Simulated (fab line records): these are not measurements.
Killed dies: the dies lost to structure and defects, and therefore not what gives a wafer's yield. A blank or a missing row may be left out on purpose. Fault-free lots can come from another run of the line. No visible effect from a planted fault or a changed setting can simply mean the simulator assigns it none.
A lot that was struck, set against a sound lot	flow rit cmos	17 out of 202 route steps
Sound: these wafers, L735.2, L735.4, L735.5. Wafers L743.1, L743.2, L743.6 were the ones struck. At the end, the cause is stated.
Each step with rows lists, per side, the tool, then ch with its chambers, then its first start. Under that, the readings that differ: sound wafers	struck wafers	difference of the means	sigmas: that difference in standard deviations of wafers without a fault.
alike: words and numbers the same on both sides, and readings whose means are apart by under 2 such deviations; not compared: readings that were withheld, readings missing a value for some wafer, numbers with overlapping values and no deviation given by the record, and bounds like >300 which may hide the same value.
The two part at a step that has a row with sigmas, a row that says differs or no value, or rows on one side only. Numbers that don't overlap but have no deviation are shown without sigmas and don't part them. A reading that every wafer of one side lacks parts them only if that side has two wafers or more.

first, 1 step without rows for these wafers: RIT_PSD_IMPLANT_08.
RIT_PSD_STRIP_09: strips in O2, time 180 s.
  sound on plasma asher-02 ch 0, day 4 02:36; struck on plasma asher-02 ch 0,1, day 5 21:56
  alike: drypump motor current A
  not compared: rf hours counter h
RIT_PSD_TW_MEAS_10:
  sound on film metro-03, day 4 02:47; struck on film metro-01, day 5 22:07
  alike: PSD_TW
then, 3 steps without rows for these wafers: RIT_SDANNEAL_CLEAN_00 (cleans in SC1, time 600 s); RIT_SDANNEAL_CLEAN_01 (cleans in dHF, time 30 s); RIT_SDANNEAL_CLEAN_02 (cleans in SC2, time 600 s).
RIT_SDANNEAL_RTA_03: time 5 s.
  sound on rtp anneal-02 ch 0, day 4 03:13; struck on rtp anneal-02 ch 0, day 5 22:33
  alike: anneal temp c max, wafer_temp_C_max
RIT_SDANNEAL_RS_MEAS_04: a four-point-probe measurement.
  sound on film metro-03, day 4 03:17; struck on film metro-03, day 5 22:37
  alike: PSD_RS
RIT_SDANNEAL_RS_MEAS_05: a four-point-probe measurement.
  sound on film metro-03, day 4 03:24; struck on film metro-03, day 5 22:44
  alike: NSD_RS
RIT_SDANNEAL_RS_MEAS_06: a four-point-probe measurement.
  sound on film metro-03, day 4 03:31; struck on film metro-03, day 5 22:51
  alike: PLDD_RS
RIT_SDANNEAL_RS_MEAS_07: a four-point-probe measurement.
  sound on film metro-03, day 4 03:38; struck on film metro-03, day 5 22:58
  alike: NLDD_RS
then, 1 step without rows for these wafers: RIT_SILICIDE_WET_ETCH_00 (etches SiO2 in BOE, target depth 14 nm, time 15 s).
RIT_SILICIDE_SPUTTER_01: material Ti, target thk 30 nm, time 240 s.
  sound on pvd sputter-02, day 4 03:45; struck on pvd sputter-02, day 5 23:06
reading	sound	struck	difference	sigmas
model.Ti_of_SILICIDE_SPUTTER_01.thk nm (nm)	29.3 29.7 29.32	31.89 31.81 31.52	+2.30	
  alike: throttle valve pct
RIT_SILICIDE_RS_MEAS_02: a four-point-probe measurement.
  sound on film metro-04, day 4 03:55; struck on film metro-04, day 5 23:15
reading	sound	struck	difference	sigmas
SILICIDE_TI_RS (ohm/sq)	49.4 48.6 49.2	44.4 44.6 45.1	-4.4	-6
RIT_SILICIDE_THK_MEAS_03: measures by xrf.
  sound on film metro-04, day 4 04:02; struck on film metro-04, day 5 23:22
reading	sound	struck	difference	sigmas
SILICIDE_TI_THK (nm)	28.9 29.3 28.9	31.7 31.6 31.1	+2.4	+6
RIT_SILICIDE_RTA_04: time 10 s, ramp up 5 s, ramp down 5 s.
  sound on rtp anneal-01 ch 0, day 4 04:05; struck on rtp anneal-01 ch 0, day 5 23:26
  alike: anneal temp c max, wafer_temp_C_max
RIT_M1_PROBE_99:
  sound on prober-02, day 4 11:29; struck on prober-02, day 6 06:03
reading	sound	struck	difference	sigmas
model.etest.contact pplus.end ohm um	42.88 43.82 42.28	46.95 47.84 47.11	+4.31	
model.etest.contact nplus.end ohm um	40.57 41.19 41.34	42.28 43.75 43.58	+2.17	
model.etest.npoly line.rs ohm sq	17.37 17.16 17.29	16.18 16.2 16.4	-1.01	
model.etest.ppoly line.rs ohm sq	16.71 16.59 16.77	15.67 15.76 15.89	-0.92	
model.etest.npoly sal.rs ohm sq	4.471 4.378 4.475	4.125 4.154 4.166	-0.293	
model.etest.ppoly sal.rs ohm sq	4.444 4.358 4.419	4.09 4.141 4.159	-0.28	
model.etest.pplus sal.rs ohm sq	4.44 4.377 4.397	4.098 4.074 4.17	-0.291	
model.etest.nplus sal.rs ohm sq	4.435 4.335 4.416	4.086 4.115 4.168	-0.272	
  alike: killed at contacts, killed at front end, killed dies, killed on rim, killed open, killed short

WHERE THEY PART
First at RIT_SILICIDE_RS_MEAS_02; last, within this record, at RIT_SILICIDE_THK_MEAS_03. Later steps at which nothing parts them and some readings are alike: RIT_SILICIDE_RTA_04, RIT_M1_PROBE_99.

WHY: whatever the simulator had introduced
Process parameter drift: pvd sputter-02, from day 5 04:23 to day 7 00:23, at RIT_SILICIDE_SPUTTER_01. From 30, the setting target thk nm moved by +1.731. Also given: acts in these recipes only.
